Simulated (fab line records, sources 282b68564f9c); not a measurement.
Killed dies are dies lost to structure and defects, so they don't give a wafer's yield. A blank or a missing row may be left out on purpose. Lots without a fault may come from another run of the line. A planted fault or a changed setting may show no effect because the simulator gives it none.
Which tool did it? | flow rit_cmos | 14 lots, 42 wafers sampled, at 5 steps of a route of 202

WHAT THE GAUGES READ, wafer by wafer
RIT_PRETRO_TW_MEAS_10.
lot  | measured    | on            | PRETRO_TW
L329 | day 2 10:15 | film_metro-04 | 483 479 481
L330 | day 2 16:27 | film_metro-02 | 473 472 471
L331 | day 2 21:38 | film_metro-02 | 472 472 472
L332 | day 2 23:39 | film_metro-01 | 469 473 469
L333 | day 3 05:57 | film_metro-01 | 470 470 469
L334 | day 3 10:59 | film_metro-01 | 472 472 473
L335 | day 3 16:12 | film_metro-02 | 471 471 473
L342 | day 5 01:14 | film_metro-02 | 409 412 412
L344 | day 5 10:47 | film_metro-04 | 418 417 418
L345 | day 5 17:20 | film_metro-01 | 470 470 472
L347 | day 6 04:08 | film_metro-02 | 473 473 470
L350 | day 6 16:22 | film_metro-04 | 479 480 477
L351 | day 6 22:46 | film_metro-02 | 474 475 476
L352 | day 7 03:44 | film_metro-01 | 475 473 472

RIT_NSD_OVL_MEAS_06.
lot  | measured    | on         | NSD_OVL (nm)
L329 | day 3 04:00 | overlay-01 | -0.8 0.3 0.2
L330 | day 3 09:46 | overlay-02 | 0.6 1.6 0.6
L331 | day 3 14:13 | overlay-02 | -1.6 -2.3 -1.6
L332 | day 3 15:55 | overlay-01 | 0.4 -0.6 0.4
L333 | day 3 23:40 | overlay-01 | -1.9 -1.0 -0.7
L334 | day 4 04:25 | overlay-01 | -1.7 -2.4 -1.1
L335 | day 4 07:13 | overlay-02 | 1.2 1.0 0.3
L342 | day 5 19:04 | overlay-01 | 1.2 0.8 -1.4
L344 | day 6 03:36 | overlay-01 | 0.4 0.4 1.8
L345 | day 6 12:17 | overlay-02 | -2.6 -2.5 -2.6
L347 | day 6 22:13 | overlay-02 | -2.6 -1.7 -1.7
L350 | day 7 10:04 | overlay-02 | 0.2 -0.6 0.0
L351 | day 7 16:23 | overlay-01 | -1.8 -2.4 -1.5
L352 | day 7 19:37 | overlay-02 | 3.2 2.9 3.6

RIT_M1_CD_MEAS_09: target cd 2600 nm.
lot  | measured    | on        | cd_nm (nm)
L329 | day 3 11:18 | cd_sem-01 | 2600.4 2596.8 2597.8
L330 | day 3 17:04 | cd_sem-02 | 2599.8 2601.6 2600.3
L331 | day 3 21:45 | cd_sem-02 | 2600.0 2599.7 2599.6
L332 | day 3 23:26 | cd_sem-01 | 2598.1 2599.7 2597.2
L333 | day 4 06:57 | cd_sem-01 | 2598.9 2598.3 2597.1
L334 | day 4 11:37 | cd_sem-02 | 2601.6 2599.4 2598.1
L335 | day 4 14:50 | cd_sem-02 | 2600.4 2603.1 2601.2
L342 | day 6 02:25 | cd_sem-01 | 2600.6 2600.6 2600.3
L344 | day 6 11:09 | cd_sem-02 | 2596.7 2597.3 2596.8
L345 | day 6 19:27 | cd_sem-01 | 2601.9 2600.4 2599.9
L347 | day 7 05:46 | cd_sem-01 | 2597.7 2598.9 2598.0
L350 | day 7 17:14 | cd_sem-01 | 2600.1 2600.6 2601.8
L351 | day 7 23:48 | cd_sem-02 | 2597.2 2600.1 2597.8
L352 | day 8 03:02 | cd_sem-01 | 2598.5 2598.3 2596.9

WHICH TOOL RAN EACH LOT (tool, then ch and the chambers of the sampled wafers, then the start)
lot  | RIT_PRETRO_IMPLANT_08          | RIT_SILICIDE_RTA_04
L329 | implanter-03 ch 0, day 2 09:55 | rtp_anneal-02 ch 0, day 3 07:28
L330 | implanter-01 ch 0, day 2 16:08 | rtp_anneal-01 ch 0, day 3 13:08
L331 | implanter-01 ch 0, day 2 21:19 | rtp_anneal-02 ch 0, day 3 17:44
L332 | implanter-01 ch 0, day 2 23:20 | rtp_anneal-01 ch 0, day 3 19:26
L333 | implanter-03 ch 0, day 3 05:38 | rtp_anneal-02 ch 0, day 4 03:11
L334 | implanter-03 ch 0, day 3 10:39 | rtp_anneal-01 ch 0, day 4 07:41
L335 | implanter-01 ch 0, day 3 15:55 | rtp_anneal-02 ch 0, day 4 10:52
L342 | implanter-03 ch 0, day 5 00:55 | rtp_anneal-01 ch 0, day 5 22:26
L344 | implanter-03 ch 0, day 5 10:28 | rtp_anneal-01 ch 0, day 6 06:59
L345 | implanter-02 ch 0, day 5 17:03 | rtp_anneal-02 ch 0, day 6 15:32
L347 | implanter-02 ch 0, day 6 03:49 | rtp_anneal-02 ch 0, day 7 01:34
L350 | implanter-02 ch 0, day 6 16:04 | rtp_anneal-01 ch 0, day 7 13:21
L351 | implanter-02 ch 0, day 6 22:29 | rtp_anneal-02 ch 0, day 7 19:47
L352 | implanter-01 ch 0, day 7 03:16 | rtp_anneal-01 ch 0, day 7 22:53
- RIT_PRETRO_IMPLANT_08
- RIT_SILICIDE_RTA_04: time 10 s, ramp up 5 s, ramp down 5 s.

WHAT THE TOOLS THEMSELVES READ (means of the sampled wafers that have a number; where no wafer has one, the mark that the record gives instead)
RIT_PRETRO_IMPLANT_08.
lot  | tool         | dose_ions_cm2 | faraday_current_uA
L329 | implanter-03 | 1.2e+13       | 37.7
L330 | implanter-01 | 1.2e+13       | 37.5
L331 | implanter-01 | 1.2e+13       | 38.2
L332 | implanter-01 | 1.2e+13       | 38.7
L333 | implanter-03 | 1.2e+13       | 38.3
L334 | implanter-03 | 1.2e+13       | 37.8
L335 | implanter-01 | 1.2e+13       | 37.8
L342 | implanter-03 | 7.7e+12       | 24.5
L344 | implanter-03 | 7.8e+12       | 24.4
L345 | implanter-02 | 1.2e+13       | 37.9
L347 | implanter-02 | 1.2e+13       | 38.1
L350 | implanter-02 | 1.2e+13       | 38.1
L351 | implanter-02 | 1.2e+13       | 38.2
L352 | implanter-01 | 1.2e+13       | 37.9

RIT_SILICIDE_RTA_04.
lot  | tool          | chamber_o2_ppm | wafer_temp_C_max
L329 | rtp_anneal-02 | 1.986          | 653.4
L330 | rtp_anneal-01 | 1.988          | 654.0
L331 | rtp_anneal-02 | 2.006          | 653.6
L332 | rtp_anneal-01 | 1.989          | 653.7
L333 | rtp_anneal-02 | 1.986          | 653.7
L334 | rtp_anneal-01 | 2.040          | 654.0
L335 | rtp_anneal-02 | 2.023          | 653.0
L342 | rtp_anneal-01 | 2.027          | 654.0
L344 | rtp_anneal-01 | 1.995          | 654.0
L345 | rtp_anneal-02 | 2.018          | 654.1
L347 | rtp_anneal-02 | 1.982          | 652.9
L350 | rtp_anneal-01 | 2.004          | 653.7
L351 | rtp_anneal-02 | 1.976          | 653.6
L352 | rtp_anneal-01 | 2.011          | 654.1

THE ANSWER, worked out from the rows above alone
Rule: what is usual is taken from the lots themselves. Put in order of their means at a reading, lots are off if they are a third of the lots or fewer, leave a main group of 4 or more, and stand apart from it by a gap of 3 or more times the standard deviation of the main group's means; of several such gaps the widest counts. A main group whose means are all the same, to the digits that the tables above print for the reading, isn't used. A lot without any number at a reading at which 4 lots or more have one is off too. The other lots that the step has rows for count as sound. The gauges are gone through in route order, then the tools' own readings, and for those a lot's mean is taken as printed above. The first step at which some lot is off is used, and at that step the reading that is off furthest; a lot without a number counts as furthest.
Off: L342, L344, at RIT_PRETRO_TW_MEAS_10 (PRETRO_TW). The main group: mean 473, standard deviation 3.3.
A tool fits if, at a process step before that reading, it ran every lot that is off, and no sound lot after the first of them. The gauges at RIT_PRETRO_TW_MEAS_10 aren't tried: what is off there is off at RIT_PRETRO_IMPLANT_08 too, on other tools, and a gauge's error can't cause that. One fits: implanter-03 at RIT_PRETRO_IMPLANT_08. Its last sound lot is L334 (day 3 10:39), its first lot that is off L342 (day 5 00:55): a fault that began between those two fits.
The tool's own readings at RIT_PRETRO_IMPLANT_08 bear it out: on the lots that are off they differ by more than 5 times the standard deviation of the sound lots' means. dose_ions_cm2 reads 7.8e+12 there against 1.2e+13 on the sound lots; faraday_current_uA reads 24.4 there against 38.0 on the sound lots.

WHAT THE SIMULATOR HAD PUT IN
Process parameter drift: implanter-03, from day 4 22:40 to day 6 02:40, at RIT_PRETRO_IMPLANT_08. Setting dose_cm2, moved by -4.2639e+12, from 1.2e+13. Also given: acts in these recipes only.
Lots struck among those shown: L342, L344. The rule above found the same.
